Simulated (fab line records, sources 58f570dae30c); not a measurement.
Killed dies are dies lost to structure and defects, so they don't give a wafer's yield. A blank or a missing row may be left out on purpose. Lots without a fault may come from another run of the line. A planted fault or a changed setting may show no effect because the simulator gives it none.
fab line records | flow berkeley_cmos170 | part 1 of 2: steps 1 to 25 of 38
record lots=5 wafers=15 last_day=10
route steps=331 shown ACTIVE@62 PFIELD@79 FIELD@89 SACOX@97
lots that met no fault: from a run of the same line without faults
start_h: hours from the record's first day to the start of the lot's first wafer shown | wait_h: hours since the lot's step before | " the same as in the row above | L1.1+2: a row that stands for several wafers | - no value, or no start given | * or withheld: withheld | < > ~ a bound
route shown NAME@n: a module of which the file shows steps, and the number in the route of the first | usual: mean/standard deviation of fault-free wafers | same: alike in all rows | chamber/n: place in a boat | sites: the reading at each site | _std_site: their standard deviation | _edge_site: outer sites' mean less inner sites' | radius_mm: how far each site lies from the wafer's centre | mask NAME#n: copy n | behind: the tool/chamber that last shaped the wafer | hold: why the lot was held/for how many hours/how that ended | device: the transistor (n, p or np) that didn't switch | end of line: the same wafers' tests at the end of the route | a step without rows: its recipe alone | killed: dies lost to structure and defects at the first sort, not the wafer's yield | map: a wafer's dies, x killed, . not, _ none there
set.NAME: the setting as run; set.NAME@STEP: as run at that earlier step | model.NAME: the simulator's own value behind a step, which no gauge read
lots at some steps of the route; a table a step, a row a wafer
services: from which hour (start_h, from the record's first day; less than 0 if before it) a tool's chamber was out of use, for how many hours, and why
## steps
# step UCB170_ACTIVE_OXIDATION_02
# recipe temp_c=1000 ambient=O2 target_thk_a=264 ox_time_s=1260
# usual spike_tc_load_C=1023.2/2.4
# columns lot.wafer tool chamber start_h wait_h spike_tc_load_C
L074.2 furnace-01 0 62.13 2.0 1026.0
L074.4 " 0 " " 1027.1
L074.6 " 0 " " 1026.0
L082.2 furnace-02 0 111.54 2.8 1021.9
L082.3 " 0 " " 1023.3
L082.6 " 0 " " 1023.5
L085.1 furnace-02 0 123.83 3.5 1023.5
L085.3 " 0 " " 1022.1
L085.6 " 0 " " 1022.7
L090.1 furnace-01 0 152.67 2.6 1027.4
L090.4 " 0 " " 1026.9
L090.6 " 0 " " 1027.2
L093.1 furnace-04 0 164.16 2.2 1021.6
L093.3 " 0 " " 1020.3
L093.4 " 0 " " 1021.9
# step UCB170_ACTIVE_THK_MEAS_03
# recipe reads=SiO2_of_ACTIVE_OXIDATION_02
# usual ACTIVE_OXIDE_THK=26.4/0.4
# columns lot.wafer tool chamber start_h wait_h ACTIVE_OXIDE_THK[nm]
L074.2 film_metro-03 - 63.49 0.0 26.4
L074.4 " - " " 26.5
L074.6 " - " " 26.4
L082.2 film_metro-03 - 112.90 0.0 26.6
L082.3 " - " " 26.1
L082.6 " - " " 26.6
L085.1 film_metro-01 - 125.18 0.0 27.1
L085.3 " - " " 26.8
L085.6 " - " " 26.9
L090.1 film_metro-01 - 154.02 0.0 26.3
L090.4 " - " " 26.2
L090.6 " - " " 26.4
L093.1 film_metro-03 - 165.51 0.0 26.5
L093.3 " - " " 26.4
L093.4 " - " " 26.3
# step UCB170_ACTIVE_ANNEAL_04
# recipe temp_c=1000 time_s=900 ambient=N2
# usual spike_tc_load_C=1024.6/2.6
# columns lot.wafer tool chamber start_h wait_h spike_tc_load_C
L074.2 furnace-02 0 67.50 4.0 1021.7
L074.4 " 0 " " 1022.7
L074.6 " 0 " " 1024.8
L082.2 furnace-02 0 114.23 1.3 1022.1
L082.3 " 0 " " 1022.1
L082.6 " 0 " " 1023.1
L085.1 furnace-04 0 128.65 3.5 1022.6
L085.3 " 0 " " 1021.0
L085.6 " 0 " " 1019.9
L090.1 furnace-01 0 156.77 2.7 1024.7
L090.4 " 0 " " 1025.9
L090.6 " 0 " " 1025.3
L093.1 furnace-01 0 165.61 0.1 1026.3
L093.3 " 0 " " 1026.6
L093.4 " 0 " " 1027.4
# step UCB170_ACTIVE_CVD_05
# recipe material=Si3N4 target_thk_nm=220 temp_c=800 precursor=SiH2Cl2/NH3 time_s=3300 pressure_mtorr=200 sih2cl2_flow_sccm=25 nh3_flow_sccm=75
# usual spike_tc_load_C=821.7/2.5
# columns lot.wafer tool chamber start_h wait_h spike_tc_load_C
L074.2 lpcvd-02 1 68.75 0.0 823.4
L074.4 " 1 " " 824.5
L074.6 " 1 " " 822.8
L082.2 lpcvd-02 1 115.48 0.0 825.5
L082.3 " 1 " " 825.8
L082.6 " 1 " " 824.3
L085.1 lpcvd-02 1 130.03 0.1 823.6
L085.3 " 1 " " 824.8
L085.6 " 1 " " 824.1
L090.1 lpcvd-02 0 159.59 1.6 817.6
L090.4 " 0 " " 817.3
L090.6 " 0 " " 819.4
L093.1 lpcvd-02 1 166.86 0.0 822.7
L093.3 " 1 " " 824.7
L093.4 " 1 " " 825.9
# step UCB170_ACTIVE_THK_MEAS_06
# recipe reads=Si3N4_of_ACTIVE_CVD_05
# usual ACTIVE_NITRIDE_THK=218.7/2.1
# columns lot.wafer tool chamber start_h wait_h ACTIVE_NITRIDE_THK[nm]
L074.2 film_metro-02 - 70.67 0.0 220.4
L074.4 " - " " 219.5
L074.6 " - " " 218.2
L082.2 film_metro-03 - 117.40 0.0 219.0
L082.3 " - " " 219.4
L082.6 " - " " 218.4
L085.1 film_metro-02 - 131.94 0.0 218.7
L085.3 " - " " 217.7
L085.6 " - " " 215.9
L090.1 film_metro-03 - 162.46 0.0 219.2
L090.4 " - " " 220.6
L090.6 " - " " 221.8
L093.1 film_metro-01 - 168.77 0.0 220.1
L093.3 " - " " 219.0
L093.4 " - " " 218.8
# step UCB170_ACTIVE_HMDS_07
# recipe prime_time_s=60 prime_temp_c=100
# usual prime_temp_c=100.02/0.14
# same prime_time_s=60
# columns lot.wafer tool chamber start_h wait_h prime_temp_c
L074.2 litho_track-04 0 72.12 1.4 100.18
L074.4 " 0 " " 100.08
L074.6 " 0 " " 100.21
L082.2 litho_track-03 0 117.48 0.1 100.22
L082.3 " 0 " " 100.35
L082.6 " 0 " " 100.14
L085.1 litho_track-04 0 132.07 0.1 100.03
L085.3 " 0 " " 99.89
L085.6 " 0 " " 99.75
L090.1 litho_track-04 0 162.52 0.1 100.04
L090.4 " 0 " " 99.98
L090.6 " 0 " " 99.99
L093.1 litho_track-04 0 168.84 0.1 100.13
L093.3 " 0 " " 99.97
L093.4 " 0 " " 99.82
# step UCB170_ACTIVE_COAT_08
# recipe resist=KrF spin_rpm=1500 resist_thk_nm=900
# columns lot.wafer tool chamber start_h wait_h
L074.2+4+6 litho_track-04 0 72.27 0.1
L082.2+3+6 litho_track-03 0 117.63 0.1
L085.1+3+6 litho_track-04 0 132.22 0.1
L090.1+4+6 litho_track-04 0 162.67 0.1
L093.1+3+4 litho_track-04 0 168.99 0.1
# step UCB170_ACTIVE_SOFTBAKE_09
# recipe resist=KrF temp_c=130 time_s=60
# usual heater_power_total_W=56.80/0.044
# columns lot.wafer tool chamber start_h wait_h heater_power_total_W
L074.2 litho_track-04 0 72.42 0.1 56.83
L074.4 " 0 " " 56.74
L074.6 " 0 " " 56.79
L082.2 litho_track-03 0 117.78 0.1 56.70
L082.3 " 0 " " 56.82
L082.6 " 0 " " 56.76
L085.1 litho_track-04 0 132.37 0.1 56.74
L085.3 " 0 " " 56.83
L085.6 " 0 " " 56.76
L090.1 litho_track-04 0 162.82 0.1 56.73
L090.4 " 0 " " 56.84
L090.6 " 0 " " 56.83
L093.1 litho_track-04 0 169.14 0.1 56.80
L093.3 " 0 " " 56.73
L093.4 " 0 " " 56.84
# step UCB170_ACTIVE_EXPOSE_10
# recipe mask_id=ACTIVE target_cd_nm=1200 na=0.5 sigma_outer=0.6 source_shape=conventional dose_mj=20
# usual exposure_dose_mJ_cm2=19.979/0.019 focus_offset_nm=0.0/0.47
# columns lot.wafer tool chamber start_h wait_h mask exposure_dose_mJ_cm2 focus_offset_nm
L074.2 krf_scanner-01 0 72.84 0.4 ACTIVE#0 19.973 -0.2
L074.4 " 0 " " ACTIVE#0 19.997 0.1
L074.6 " 0 " " ACTIVE#0 19.965 -0.8
L082.2 krf_scanner-01 0 118.28 0.5 ACTIVE#0 20.007 -0.2
L082.3 " 0 " " ACTIVE#0 20.013 -0.1
L082.6 " 0 " " ACTIVE#0 20.032 0.1
L085.1 krf_scanner-02 0 132.70 0.3 ACTIVE#0 19.971 0.4
L085.3 " 0 " " ACTIVE#0 19.980 0.0
L085.6 " 0 " " ACTIVE#0 19.976 0.1
L090.1 krf_scanner-01 0 163.12 0.3 ACTIVE#0 19.990 1.6
L090.4 " 0 " " ACTIVE#0 19.985 0.9
L090.6 " 0 " " ACTIVE#0 19.961 0.8
L093.1 krf_scanner-01 0 169.65 0.5 ACTIVE#0 19.956 0.3
L093.3 " 0 " " ACTIVE#0 19.936 0.3
L093.4 " 0 " " ACTIVE#0 19.964 -0.6
# step UCB170_ACTIVE_PEB_11
# recipe peb_temp_c=130 peb_time_s=withheld resist=KrF
# usual heater_power_total_W=56.80/0.046
# columns lot.wafer tool chamber start_h wait_h heater_power_total_W
L074.2 litho_track-02 0 73.80 0.9 56.78
L074.4 " 0 " " 56.75
L074.6 " 0 " " 56.80
L082.2 litho_track-03 0 118.40 0.1 56.75
L082.3 " 0 " " 56.81
L082.6 " 0 " " 56.83
L085.1 litho_track-04 0 132.86 0.1 56.86
L085.3 " 0 " " 56.82
L085.6 " 0 " " 56.90
L090.1 litho_track-02 0 163.23 0.1 56.89
L090.4 " 0 " " 56.79
L090.6 " 0 " " 56.77
L093.1 litho_track-04 0 169.77 0.1 56.75
L093.3 " 0 " " 56.83
L093.4 " 0 " " 56.80
# step UCB170_ACTIVE_DEVELOP_12
# recipe developer=TMAH develop_time_s=45 resist=KrF dev_temp_c=21
# columns lot.wafer tool chamber start_h wait_h
L074.2+4+6 litho_track-02 0 - -
L082.2+3+6 litho_track-03 0 - -
L085.1+3+6 litho_track-04 0 - -
L090.1+4+6 litho_track-02 0 - -
L093.1+3+4 litho_track-04 0 - -
# step UCB170_ACTIVE_CD_MEAS_13
# recipe target_cd_nm=1200
# usual cd_nm=1200.1/1.2
# columns lot.wafer tool chamber start_h wait_h cd_nm
L074.2 cd_sem-02 - 74.07 - 1199.5
L074.4 " - " " 1199.7
L074.6 " - " " 1199.4
L082.2 cd_sem-02 - 118.67 - 1201.9
L082.3 " - " " 1199.9
L082.6 " - " " 1199.4
L085.1 cd_sem-01 - 133.13 - 1200.8
L085.3 " - " " 1199.5
L085.6 " - " " 1200.6
L090.1 cd_sem-01 - 163.51 - 1201.0
L090.4 " - " " 1202.7
L090.6 " - " " 1200.7
L093.1 cd_sem-02 - 170.04 - 1202.5
L093.3 " - " " 1202.1
L093.4 " - " " 1203.2
# step UCB170_ACTIVE_OVL_MEAS_14
# usual ACTIVE_OVL=-3/5.7
# columns lot.wafer tool chamber start_h wait_h ACTIVE_OVL[nm]
L074.2 overlay-02 - 74.17 0.1 -10
L074.4 " - " " -11
L074.6 " - " " -12
L082.2 overlay-02 - 118.78 0.1 -11
L082.3 " - " " -1
L082.6 " - " " -4
L085.1 overlay-02 - 133.25 0.1 -10
L085.3 " - " " -2
L085.6 " - " " -2
L090.1 overlay-02 - 163.63 0.1 -7
L090.4 " - " " -3
L090.6 " - " " -1
L093.1 overlay-02 - 170.16 0.1 8
L093.3 " - " " -5
L093.4 " - " " 7
# step UCB170_ACTIVE_ETCH_15
# recipe chemistry=CH3F/Ar/O2 target=Si3N4 stop_on=SiO2 CH3F_flow_sccm=20 Ar_flow_sccm=50 O2_flow_sccm=7 pressure_mtorr=50 rf_w=450 target_depth_a=2420 over_etch_frac=0.1 time_s=151
# usual chamber_pressure_mTorr=50.01/0.042 drypump_motor_current_A=5.7/0.37 oes_product_au=0.944/0.014 throttle_valve_pct=8.05/0.16
# columns lot.wafer tool chamber start_h wait_h chamber_pressure_mTorr drypump_motor_current_A oes_product_au rf_hours_counter_h throttle_valve_pct
L074.2 rie_diel-02 3 74.20 0.0 49.99 5.5 0.956 12 8.01
L074.4 " 0 " " 49.95 5.2 0.929 101 7.98
L074.6 " 2 " " 49.98 5.8 0.958 - 7.75
L082.2 rie_diel-03 1 118.81 0.0 49.97 5.4 0.932 36 8.11
L082.3 " 2 " " 50.03 6.1 0.942 3 8.19
L082.6 " 2 " " 50.07 6.1 0.935 - 8.20
L085.1 rie_diel-01 1 133.29 0.0 50.01 5.8 0.948 97 7.99
L085.3 " 0 " " 49.99 6.3 0.956 122 8.28
L085.6 " 1 " " 50.00 5.8 0.940 - 8.01
L090.1 rie_diel-01 1 163.66 0.0 49.91 5.8 0.959 99 7.99
L090.4 " 0 " " 49.98 6.4 0.968 124 8.28
L090.6 " 3 " " 50.03 5.0 0.954 - 7.99
L093.1 rie_diel-03 1 170.20 0.0 49.97 5.4 0.932 37 8.12
L093.3 " 2 " " 49.97 6.1 0.941 5 8.21
L093.4 " 0 " " 49.97 5.9 0.923 123 7.76
# step UCB170_ACTIVE_STRIP_16
# recipe chemistry=O2 power_w=400 pressure_mtorr=3500 platen_temp_c=withheld o2_flow_sccm=400 overash_fraction=0.5
# usual chamber_pressure_mTorr=3500/3 drypump_motor_current_A=5.6/0.67 o2_flow_sccm=399.8/1.4 oes_product_au=0.721/0.0045 strip_time_to_endpoint_s=18.09/0.089
# same overash_fraction=0.5
# columns lot.wafer tool chamber start_h wait_h chamber_pressure_mTorr drypump_motor_current_A o2_flow_sccm oes_product_au rf_hours_counter_h strip_time_to_endpoint_s
L074.2 plasma_asher-01 1 74.30 0.1 3497 4.6 401.0 0.726 28 18.09
L074.4 " 1 " " 3499 4.7 399.6 0.722 - 18.11
L074.6 " 0 " " 3503 5.9 400.5 0.723 - 18.07
L082.2 plasma_asher-04 0 118.91 0.1 3495 6.5 398.9 0.723 43 18.10
L082.3 " 0 " " 3502 6.5 398.8 0.718 - 18.14
L082.6 " 1 " " 3500 6.5 398.0 0.722 - 18.03
L085.1 plasma_asher-01 1 133.39 0.1 3502 4.6 399.4 0.718 37 18.10
L085.3 " 0 " " 3500 5.9 400.5 0.729 - 18.19
L085.6 " 1 " " 3502 4.7 401.1 0.714 - 18.06
L090.1 plasma_asher-01 0 163.77 0.1 3500 5.9 398.3 0.727 40 18.01
L090.4 " 1 " " 3502 4.6 399.4 0.722 - 18.22
L090.6 " 1 " " 3497 4.7 399.5 0.719 - 18.06
L093.1 plasma_asher-01 0 170.30 0.1 3499 5.9 401.0 0.716 40 18.07
L093.3 " 1 " " 3503 4.7 400.2 0.716 - 18.04
L093.4 " 0 " " 3502 5.9 398.1 0.716 - 18.02
# step UCB170_ACTIVE_CD_MEAS_90
# recipe target_cd_nm=1200
# usual cd_nm=1200.1/1.2
# columns lot.wafer tool chamber start_h wait_h cd_nm
L074.2 cd_sem-02 - 74.42 0.1 1200.2
L074.4 " - " " 1199.4
L074.6 " - " " 1199.2
L082.2 cd_sem-02 - 119.03 0.1 1201.4
L082.3 " - " " 1200.1
L082.6 " - " " 1199.7
L085.1 cd_sem-01 - 133.49 0.1 1200.4
L085.3 " - " " 1199.5
L085.6 " - " " 1200.6
L090.1 cd_sem-02 - 163.87 0.1 1201.3
L090.4 " - " " 1202.4
L090.6 " - " " 1200.8
L093.1 cd_sem-02 - 170.40 0.1 1202.9
L093.3 " - " " 1202.0
L093.4 " - " " 1202.8
# step UCB170_ACTIVE_CLEAN_17
# recipe chemistry=SPM temp_c=120 time_s=600
# columns lot.wafer tool chamber start_h wait_h
L074.2+4+6 wet_bench-02 3 74.53 0.1
L082.2+3+6 wet_bench-03 3 119.13 0.1
L085.1+3+6 wet_bench-02 1 133.72 0.2
L090.1+4+6 wet_bench-04 0 166.83 2.9
L093.1+3+4 wet_bench-02 2 173.64 3.2
# step UCB170_PFIELD_HMDS_00
# recipe prime_time_s=60 prime_temp_c=100
# usual prime_temp_c=99.99/0.13
# same prime_time_s=60
# columns lot.wafer tool chamber start_h wait_h prime_temp_c
L074.2 litho_track-04 0 75.47 0.8 99.89
L074.4 " 0 " " 99.98
L074.6 " 0 " " 100.10
L082.2 litho_track-04 0 119.33 0.0 99.81
L082.3 " 0 " " 100.02
L082.6 " 0 " " 99.86
L085.1 litho_track-01 0 134.18 0.3 99.99
L085.3 " 0 " " 100.08
L085.6 " 0 " " 99.93
L090.1 litho_track-03 0 167.02 0.0 100.17
L090.4 " 0 " " 100.11
L090.6 " 0 " " 100.01
L093.1 litho_track-03 0 174.06 0.2 99.99
L093.3 " 0 " " 100.09
L093.4 " 0 " " 100.09
# step UCB170_PFIELD_COAT_01
# recipe resist=KrF spin_rpm=1500 resist_thk_nm=900
# columns lot.wafer tool chamber start_h wait_h
L074.2+4+6 litho_track-04 0 75.62 0.1
L082.2+3+6 litho_track-04 0 119.48 0.1
L085.1+3+6 litho_track-01 0 134.33 0.1
L090.1+4+6 litho_track-03 0 167.17 0.1
L093.1+3+4 litho_track-03 0 174.21 0.1
# step UCB170_PFIELD_SOFTBAKE_02
# recipe resist=KrF temp_c=130 time_s=60
# usual heater_power_total_W=56.80/0.047
# columns lot.wafer tool chamber start_h wait_h heater_power_total_W
L074.2 litho_track-04 0 75.77 0.1 56.86
L074.4 " 0 " " 56.87
L074.6 " 0 " " 56.72
L082.2 litho_track-04 0 119.63 0.1 56.74
L082.3 " 0 " " 56.81
L082.6 " 0 " " 56.83
L085.1 litho_track-01 0 134.48 0.1 56.80
L085.3 " 0 " " 56.83
L085.6 " 0 " " 56.81
L090.1 litho_track-03 0 167.32 0.1 56.78
L090.4 " 0 " " 56.82
L090.6 " 0 " " 56.83
L093.1 litho_track-03 0 174.36 0.1 56.76
L093.3 " 0 " " 56.78
L093.4 " 0 " " 56.73
# step UCB170_PFIELD_EXPOSE_03
# recipe mask_id=PFIELD na=0.5 sigma_outer=0.6 source_shape=conventional target_cd_nm=1500 dose_mj=30
# usual exposure_dose_mJ_cm2=30.00/0.03 focus_offset_nm=-0.2/0.55
# columns lot.wafer tool chamber start_h wait_h mask exposure_dose_mJ_cm2 focus_offset_nm
L074.2 krf_scanner-02 0 76.04 0.2 PFIELD#0 30.03 -1.0
L074.4 " 0 " " PFIELD#0 29.99 0.1
L074.6 " 0 " " PFIELD#0 29.97 -1.0
L082.2 krf_scanner-02 0 119.90 0.2 PFIELD#0 30.04 -0.2
L082.3 " 0 " " PFIELD#0 30.00 0.8
L082.6 " 0 " " PFIELD#0 29.99 0.0
L085.1 krf_scanner-01 0 134.76 0.2 PFIELD#0 29.93 -0.5
L085.3 " 0 " " PFIELD#0 29.93 -0.8
L085.6 " 0 " " PFIELD#0 29.94 -0.9
L090.1 krf_scanner-02 0 167.47 0.1 PFIELD#0 30.04 0.3
L090.4 " 0 " " PFIELD#0 29.98 -0.3
L090.6 " 0 " " PFIELD#0 30.01 -0.1
L093.1 krf_scanner-02 0 174.51 0.1 PFIELD#0 29.96 -0.1
L093.3 " 0 " " PFIELD#0 29.98 0.0
L093.4 " 0 " " PFIELD#0 30.02 -0.5
# step UCB170_PFIELD_PEB_04
# recipe peb_temp_c=130 peb_time_s=withheld resist=KrF
# usual heater_power_total_W=56.80/0.043
# columns lot.wafer tool chamber start_h wait_h heater_power_total_W
L074.2 litho_track-04 0 76.37 0.3 56.84
L074.4 " 0 " " 56.76
L074.6 " 0 " " 56.88
L082.2 litho_track-04 0 120.05 0.1 56.79
L082.3 " 0 " " 56.75
L082.6 " 0 " " 56.84
L085.1 litho_track-04 0 134.99 0.2 56.78
L085.3 " 0 " " 56.79
L085.6 " 0 " " 56.77
L090.1 litho_track-03 0 167.59 0.1 56.80
L090.4 " 0 " " 56.89
L090.6 " 0 " " 56.79
L093.1 litho_track-01 0 174.93 0.4 56.86
L093.3 " 0 " " 56.77
L093.4 " 0 " " 56.81
# step UCB170_PFIELD_DEVELOP_05
# recipe developer=TMAH develop_time_s=45 resist=KrF dev_temp_c=21
# columns lot.wafer tool chamber start_h wait_h
L074.2+4+6 litho_track-04 0 - -
L082.2+3+6 litho_track-04 0 - -
L085.1+3+6 litho_track-04 0 - -
L090.1+4+6 litho_track-03 0 - -
L093.1+3+4 litho_track-01 0 - -
# step UCB170_PFIELD_OVL_MEAS_06
# usual PFIELD_OVL=1/4.2
# columns lot.wafer tool chamber start_h wait_h PFIELD_OVL[nm]
L074.2 overlay-01 - 76.66 - 9
L074.4 " - " " 3
L074.6 " - " " 3
L082.2 overlay-01 - 120.31 - -4
L082.3 " - " " -6
L082.6 " - " " -2
L085.1 overlay-02 - 135.27 - -6
L085.3 " - " " -9
L085.6 " - " " 6
L090.1 overlay-01 - 167.86 - 0
L090.4 " - " " -7
L090.6 " - " " -8
L093.1 overlay-02 - 175.20 - 8
L093.3 " - " " 0
L093.4 " - " " -3
# step UCB170_PFIELD_IMPLANT_07
# recipe species=B dose_cm2=2e+13 energy_kev=80 tilt_deg=7
# columns lot.wafer tool chamber start_h wait_h
L074.2+4+6 implanter-04 0 76.82 0.2
L082.2+3+6 implanter-04 0 120.36 0.0
L085.1+3+6 implanter-04 0 135.30 0.0
L090.1+4+6 implanter-04 0 167.90 0.0
L093.1+3+4 implanter-01 0 175.24 0.0
